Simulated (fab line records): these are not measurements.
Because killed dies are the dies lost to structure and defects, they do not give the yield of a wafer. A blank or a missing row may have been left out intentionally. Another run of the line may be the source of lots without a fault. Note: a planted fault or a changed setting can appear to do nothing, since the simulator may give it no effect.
Which tool is to blame? || flow berkeleyCmos170 || 42 wafers from 14 lots sampled at 5 of the route's 331 steps

== WHAT THE GAUGES SHOWED, per wafer ==
UCB170_SCREENOX_THK_MEAS_02. Usual: SCREENOX_OXIDE_THK typically reads 14.18 nm, with standard deviation 0.3.
{"lot": "L485", "measured": "day 6 02:47", "on": "filmMetro-04", "SCREENOX_OXIDE_THK (nm)": "14.35 14.25 14.31", "flag": ""}
{"lot": "L486", "measured": "day 6 02:40", "on": "filmMetro-04", "SCREENOX_OXIDE_THK (nm)": "14.04 14.11 14.01", "flag": ""}
{"lot": "L487", "measured": "day 6 02:44", "on": "filmMetro-04", "SCREENOX_OXIDE_THK (nm)": "14.43 14.00 14.24", "flag": ""}
{"lot": "L488", "measured": "day 6 02:37", "on": "filmMetro-04", "SCREENOX_OXIDE_THK (nm)": "14.27 14.34 14.16", "flag": ""}
{"lot": "L489", "measured": "day 6 13:37", "on": "filmMetro-02", "SCREENOX_OXIDE_THK (nm)": "14.05 13.79 13.88", "flag": ""}
{"lot": "L491", "measured": "day 6 23:07", "on": "filmMetro-02", "SCREENOX_OXIDE_THK (nm)": "14.03 13.96 14.01", "flag": ""}
{"lot": "L490", "measured": "day 6 23:03", "on": "filmMetro-02", "SCREENOX_OXIDE_THK (nm)": "13.50 13.57 13.38", "flag": ""}
{"lot": "L493", "measured": "day 6 23:04", "on": "filmMetro-04", "SCREENOX_OXIDE_THK (nm)": "14.15 14.27 14.01", "flag": ""}
{"lot": "L494", "measured": "day 7 10:01", "on": "filmMetro-04", "SCREENOX_OXIDE_THK (nm)": "14.04 14.02 13.89", "flag": ""}
{"lot": "L495", "measured": "day 7 10:04", "on": "filmMetro-04", "SCREENOX_OXIDE_THK (nm)": "13.90 13.75 14.20", "flag": ""}
{"lot": "L496", "measured": "day 8 02:40", "on": "filmMetro-02", "SCREENOX_OXIDE_THK (nm)": "14.19 14.28 13.98", "flag": ""}
{"lot": "L501", "measured": "day 8 12:33", "on": "filmMetro-04", "SCREENOX_OXIDE_THK (nm)": "14.02 14.09 14.24", "flag": ""}
{"lot": "L502", "measured": "day 8 12:37", "on": "filmMetro-02", "SCREENOX_OXIDE_THK (nm)": "14.52 14.35 14.41", "flag": ""}
{"lot": "L508", "measured": "day 10 07:25", "on": "filmMetro-03", "SCREENOX_OXIDE_THK (nm)": "14.28 14.33 14.27", "flag": ""}

UCB170_GATE_THK_MEAS_02. Usual: GATE_OXIDE_THK typically reads 6.56 nm, with standard deviation 0.11.
{"lot": "L485", "measured": "day 6 15:16", "on": "filmMetro-04", "GATE_OXIDE_THK (nm)": "6.34 6.32 6.26", "flag": ""}
{"lot": "L486", "measured": "day 6 15:19", "on": "filmMetro-04", "GATE_OXIDE_THK (nm)": "6.72 6.67 6.81", "flag": ""}
{"lot": "L487", "measured": "day 6 15:20", "on": "filmMetro-02", "GATE_OXIDE_THK (nm)": "6.49 6.63 6.56", "flag": ""}
{"lot": "L488", "measured": "day 6 15:16", "on": "filmMetro-02", "GATE_OXIDE_THK (nm)": "6.44 6.58 6.60", "flag": ""}
{"lot": "L489", "measured": "day 7 04:47", "on": "filmMetro-02", "GATE_OXIDE_THK (nm)": "6.49 6.40 6.57", "flag": ""}
{"lot": "L491", "measured": "day 7 10:46", "on": "filmMetro-01", "GATE_OXIDE_THK (nm)": "6.62 6.53 6.44", "flag": ""}
{"lot": "L490", "measured": "day 7 10:41", "on": "filmMetro-04", "GATE_OXIDE_THK (nm)": "6.49 6.63 6.56", "flag": ""}
{"lot": "L493", "measured": "day 7 10:43", "on": "filmMetro-01", "GATE_OXIDE_THK (nm)": "6.39 6.40 6.39", "flag": ""}
{"lot": "L494", "measured": "day 8 01:04", "on": "filmMetro-02", "GATE_OXIDE_THK (nm)": "8.88 8.85 8.82", "flag": "OFF"}
{"lot": "L495", "measured": "day 8 01:03", "on": "filmMetro-01", "GATE_OXIDE_THK (nm)": "8.82 8.83 8.80", "flag": "OFF"}
{"lot": "L496", "measured": "day 8 13:33", "on": "filmMetro-02", "GATE_OXIDE_THK (nm)": "8.80 8.84 9.05", "flag": "OFF"}
{"lot": "L501", "measured": "day 9 01:54", "on": "filmMetro-04", "GATE_OXIDE_THK (nm)": "6.56 6.52 6.56", "flag": ""}
{"lot": "L502", "measured": "day 9 06:05", "on": "filmMetro-04", "GATE_OXIDE_THK (nm)": "6.59 6.60 6.61", "flag": ""}
{"lot": "L508", "measured": "day 10 19:02", "on": "filmMetro-01", "GATE_OXIDE_THK (nm)": "6.84 6.86 6.78", "flag": ""}

UCB170_PLDD_CD_MEAS_06: the cd target is 1200 nm. Usual: cdNm 1199.8 nm, standard deviation 1.3.
{"lot": "L485", "measured": "day 7 02:52", "on": "cdSem-01", "cdNm (nm)": "1199.4 1199.2 1198.9", "flag": ""}
{"lot": "L486", "measured": "day 7 03:06", "on": "cdSem-02", "cdNm (nm)": "1198.7 1197.7 1197.4", "flag": ""}
{"lot": "L487", "measured": "day 7 02:20", "on": "cdSem-01", "cdNm (nm)": "1199.6 1199.9 1198.6", "flag": ""}
{"lot": "L488", "measured": "day 7 02:37", "on": "cdSem-02", "cdNm (nm)": "1198.6 1198.5 1199.1", "flag": ""}
{"lot": "L489", "measured": "day 7 13:29", "on": "cdSem-01", "cdNm (nm)": "1199.0 1199.1 1199.8", "flag": ""}
{"lot": "L491", "measured": "day 7 19:44", "on": "cdSem-01", "cdNm (nm)": "1199.4 1199.2 1197.3", "flag": ""}
{"lot": "L490", "measured": "day 7 19:28", "on": "cdSem-02", "cdNm (nm)": "1198.7 1199.0 1200.1", "flag": ""}
{"lot": "L493", "measured": "day 7 19:13", "on": "cdSem-01", "cdNm (nm)": "1200.1 1199.7 1200.0", "flag": ""}
{"lot": "L494", "measured": "day 8 13:16", "on": "cdSem-02", "cdNm (nm)": "1198.6 1199.2 1200.2", "flag": ""}
{"lot": "L495", "measured": "day 8 13:31", "on": "cdSem-02", "cdNm (nm)": "1200.7 1202.4 1201.8", "flag": ""}
{"lot": "L496", "measured": "day 8 22:22", "on": "cdSem-01", "cdNm (nm)": "1199.7 1200.6 1200.9", "flag": ""}
{"lot": "L501", "measured": "day 9 08:12", "on": "cdSem-02", "cdNm (nm)": "1199.3 1198.2 1198.6", "flag": ""}
{"lot": "L502", "measured": "day 9 15:28", "on": "cdSem-02", "cdNm (nm)": "1200.6 1199.4 1201.1", "flag": ""}
{"lot": "L508", "measured": "day 11 05:59", "on": "cdSem-02", "cdNm (nm)": "1199.1 1199.1 1198.8", "flag": ""}

== EACH LOT AND THE TOOL THAT RAN IT (in order: tool; ch and the chambers of the sampled wafers; start) ==
{"lot": "L485", "UCB170_ZERO_STRIP_07": "plasmaAsher-04 ch 0,1, day 1 23:10", "UCB170_GATE_OXIDATION_01": "furnace-02 ch 0, day 6 13:45"}
{"lot": "L486", "UCB170_ZERO_STRIP_07": "plasmaAsher-04 ch 0,1, day 2 03:52", "UCB170_GATE_OXIDATION_01": "furnace-02 ch 0, day 6 13:45"}
{"lot": "L487", "UCB170_ZERO_STRIP_07": "plasmaAsher-04 ch 0,1, day 2 06:43", "UCB170_GATE_OXIDATION_01": "furnace-02 ch 0, day 6 13:45"}
{"lot": "L488", "UCB170_ZERO_STRIP_07": "plasmaAsher-03 ch 0,1, day 2 10:41", "UCB170_GATE_OXIDATION_01": "furnace-02 ch 0, day 6 13:45"}
{"lot": "L489", "UCB170_ZERO_STRIP_07": "plasmaAsher-04 ch 0,1, day 2 15:54", "UCB170_GATE_OXIDATION_01": "furnace-02 ch 0, day 7 03:16"}
{"lot": "L491", "UCB170_ZERO_STRIP_07": "plasmaAsher-04 ch 0,1, day 3 00:14", "UCB170_GATE_OXIDATION_01": "furnace-04 ch 0, day 7 09:11"}
{"lot": "L490", "UCB170_ZERO_STRIP_07": "plasmaAsher-03 ch 0,1, day 3 00:24", "UCB170_GATE_OXIDATION_01": "furnace-04 ch 0, day 7 09:11"}
{"lot": "L493", "UCB170_ZERO_STRIP_07": "plasmaAsher-03 ch 0,1, day 3 09:51", "UCB170_GATE_OXIDATION_01": "furnace-04 ch 0, day 7 09:11"}
{"lot": "L494", "UCB170_ZERO_STRIP_07": "plasmaAsher-03 ch 0,1, day 3 16:46", "UCB170_GATE_OXIDATION_01": "furnace-04 ch 0, day 7 23:32"}
{"lot": "L495", "UCB170_ZERO_STRIP_07": "plasmaAsher-02 ch 0,1, day 3 22:10", "UCB170_GATE_OXIDATION_01": "furnace-04 ch 0, day 7 23:32"}
{"lot": "L496", "UCB170_ZERO_STRIP_07": "plasmaAsher-03 ch 0,1, day 4 05:39", "UCB170_GATE_OXIDATION_01": "furnace-04 ch 0, day 8 12:03"}
{"lot": "L501", "UCB170_ZERO_STRIP_07": "plasmaAsher-03 ch 0,1, day 5 02:14", "UCB170_GATE_OXIDATION_01": "furnace-02 ch 0, day 9 00:23"}
{"lot": "L502", "UCB170_ZERO_STRIP_07": "plasmaAsher-02 ch 0,1, day 5 05:53", "UCB170_GATE_OXIDATION_01": "furnace-02 ch 0, day 9 04:34"}
{"lot": "L508", "UCB170_ZERO_STRIP_07": "plasmaAsher-03 ch 0,1, day 6 11:03", "UCB170_GATE_OXIDATION_01": "furnace-02 ch 0, day 10 17:32"}
- UCB170_ZERO_STRIP_07: strips in O2.
- UCB170_GATE_OXIDATION_01: target thk 6.6 nm, ox time 1800 s.

== AS READ BY THE TOOLS THEMSELVES (means over the sampled wafers that have a number; for cases with no such wafer, the mark the record gives instead) ==
UCB170_ZERO_STRIP_07. Usual: drypumpMotorCurrentA 5.5 A, standard deviation 0.58; oesProductAu 0.727 a.u., standard deviation 0.0046; stripTimeToEndpointS 21.48 s, standard deviation 0.059.
{"lot": "L485", "tool": "plasmaAsher-04", "drypumpMotorCurrentA (A)": 6.2, "oesProductAu (a.u.)": 0.729, "stripTimeToEndpointS (s)": 21.35, "flag": ""}
{"lot": "L486", "tool": "plasmaAsher-04", "drypumpMotorCurrentA (A)": 5.9, "oesProductAu (a.u.)": 0.722, "stripTimeToEndpointS (s)": 21.51, "flag": ""}
{"lot": "L487", "tool": "plasmaAsher-04", "drypumpMotorCurrentA (A)": 5.9, "oesProductAu (a.u.)": 0.729, "stripTimeToEndpointS (s)": 21.54, "flag": ""}
{"lot": "L488", "tool": "plasmaAsher-03", "drypumpMotorCurrentA (A)": 4.9, "oesProductAu (a.u.)": 0.724, "stripTimeToEndpointS (s)": 21.48, "flag": ""}
{"lot": "L489", "tool": "plasmaAsher-04", "drypumpMotorCurrentA (A)": 6.2, "oesProductAu (a.u.)": 0.729, "stripTimeToEndpointS (s)": 21.38, "flag": ""}
{"lot": "L491", "tool": "plasmaAsher-04", "drypumpMotorCurrentA (A)": 6.2, "oesProductAu (a.u.)": 0.733, "stripTimeToEndpointS (s)": 21.54, "flag": ""}
{"lot": "L490", "tool": "plasmaAsher-03", "drypumpMotorCurrentA (A)": 4.9, "oesProductAu (a.u.)": 0.729, "stripTimeToEndpointS (s)": 21.43, "flag": ""}
{"lot": "L493", "tool": "plasmaAsher-03", "drypumpMotorCurrentA (A)": 4.9, "oesProductAu (a.u.)": 0.731, "stripTimeToEndpointS (s)": 21.49, "flag": ""}
{"lot": "L494", "tool": "plasmaAsher-03", "drypumpMotorCurrentA (A)": 4.9, "oesProductAu (a.u.)": 0.724, "stripTimeToEndpointS (s)": 21.53, "flag": ""}
{"lot": "L495", "tool": "plasmaAsher-02", "drypumpMotorCurrentA (A)": 5.8, "oesProductAu (a.u.)": 0.727, "stripTimeToEndpointS (s)": 21.55, "flag": ""}
{"lot": "L496", "tool": "plasmaAsher-03", "drypumpMotorCurrentA (A)": 4.9, "oesProductAu (a.u.)": 0.727, "stripTimeToEndpointS (s)": 21.41, "flag": ""}
{"lot": "L501", "tool": "plasmaAsher-03", "drypumpMotorCurrentA (A)": 4.9, "oesProductAu (a.u.)": 0.721, "stripTimeToEndpointS (s)": 21.51, "flag": ""}
{"lot": "L502", "tool": "plasmaAsher-02", "drypumpMotorCurrentA (A)": 5.9, "oesProductAu (a.u.)": 0.728, "stripTimeToEndpointS (s)": 21.48, "flag": ""}
{"lot": "L508", "tool": "plasmaAsher-03", "drypumpMotorCurrentA (A)": 4.9, "oesProductAu (a.u.)": 0.728, "stripTimeToEndpointS (s)": 21.46, "flag": ""}

UCB170_GATE_OXIDATION_01. Usual: oxTempC 850.0 C, standard deviation 0.38; oxTempCMax 854.9, standard deviation 0.8; zonePowerCentrePct 39.2 %, standard deviation 2.5.
{"lot": "L485", "tool": "furnace-02", "oxTempC (C)": 849.7, "oxTempCMax": 854.7, "zonePowerCentrePct (%)": 35.9, "flag": ""}
{"lot": "L486", "tool": "furnace-02", "oxTempC (C)": 850.1, "oxTempCMax": 855.3, "zonePowerCentrePct (%)": 36.2, "flag": ""}
{"lot": "L487", "tool": "furnace-02", "oxTempC (C)": 849.7, "oxTempCMax": 854.9, "zonePowerCentrePct (%)": 35.8, "flag": ""}
{"lot": "L488", "tool": "furnace-02", "oxTempC (C)": 849.8, "oxTempCMax": 854.9, "zonePowerCentrePct (%)": 35.9, "flag": ""}
{"lot": "L489", "tool": "furnace-02", "oxTempC (C)": 850.3, "oxTempCMax": 855.8, "zonePowerCentrePct (%)": 35.9, "flag": ""}
{"lot": "L491", "tool": "furnace-04", "oxTempC (C)": 849.7, "oxTempCMax": 854.9, "zonePowerCentrePct (%)": 41.4, "flag": ""}
{"lot": "L490", "tool": "furnace-04", "oxTempC (C)": 849.6, "oxTempCMax": 853.9, "zonePowerCentrePct (%)": 40.8, "flag": ""}
{"lot": "L493", "tool": "furnace-04", "oxTempC (C)": 850.1, "oxTempCMax": 855.7, "zonePowerCentrePct (%)": 40.4, "flag": ""}
{"lot": "L494", "tool": "furnace-04", "oxTempC (C)": 850.2, "oxTempCMax": 855.4, "zonePowerCentrePct (%)": 41.3, "flag": ""}
{"lot": "L495", "tool": "furnace-04", "oxTempC (C)": 849.7, "oxTempCMax": 854.2, "zonePowerCentrePct (%)": 41.1, "flag": ""}
{"lot": "L496", "tool": "furnace-04", "oxTempC (C)": 850.2, "oxTempCMax": 855.4, "zonePowerCentrePct (%)": 41.5, "flag": ""}
{"lot": "L501", "tool": "furnace-02", "oxTempC (C)": 850.3, "oxTempCMax": 855.4, "zonePowerCentrePct (%)": 35.8, "flag": ""}
{"lot": "L502", "tool": "furnace-02", "oxTempC (C)": 849.5, "oxTempCMax": 855.0, "zonePowerCentrePct (%)": 36.1, "flag": ""}
{"lot": "L508", "tool": "furnace-02", "oxTempC (C)": 849.6, "oxTempCMax": 854.6, "zonePowerCentrePct (%)": 36.0, "flag": ""}

== THE ANSWER, worked out from the rows above alone ==
Rule: a lot is off if the mean of its wafers that have a number lies more than 3 standard deviations from the usual mean. Also off: a lot with no number at a reading for which 4 or more lots have one. Where the step has rows for the other lots, those lots are counted as sound. First the gauges in route order, then the tools' own readings, where a lot's mean is used as printed above. The first step at which some lot is off is used, and at that step the reading that is off furthest; a lot without a number counts as furthest.
Off: L494, L495, L496, seen at UCB170_GATE_THK_MEAS_02 (GATE_OXIDE_THK).
If a tool, at a process step before that reading, ran all the lots that are off and no sound lot after the first of them, it fits. Those tools and the gauges at UCB170_GATE_THK_MEAS_02 are tried in the same way. One candidate fits, namely furnace-04 at UCB170_GATE_OXIDATION_01. A fault onset in the window from L490 (day 7 09:11, its last sound lot) to L494 (day 7 23:32, its first lot off) fits.

== WHAT THE SIMULATOR PUT IN ==
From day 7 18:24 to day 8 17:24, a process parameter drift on furnace-04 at UCB170_GATE_OXIDATION_01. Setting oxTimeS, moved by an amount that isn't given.
Struck lots among those shown: L494, L495, L496. Same finding as the rule above.
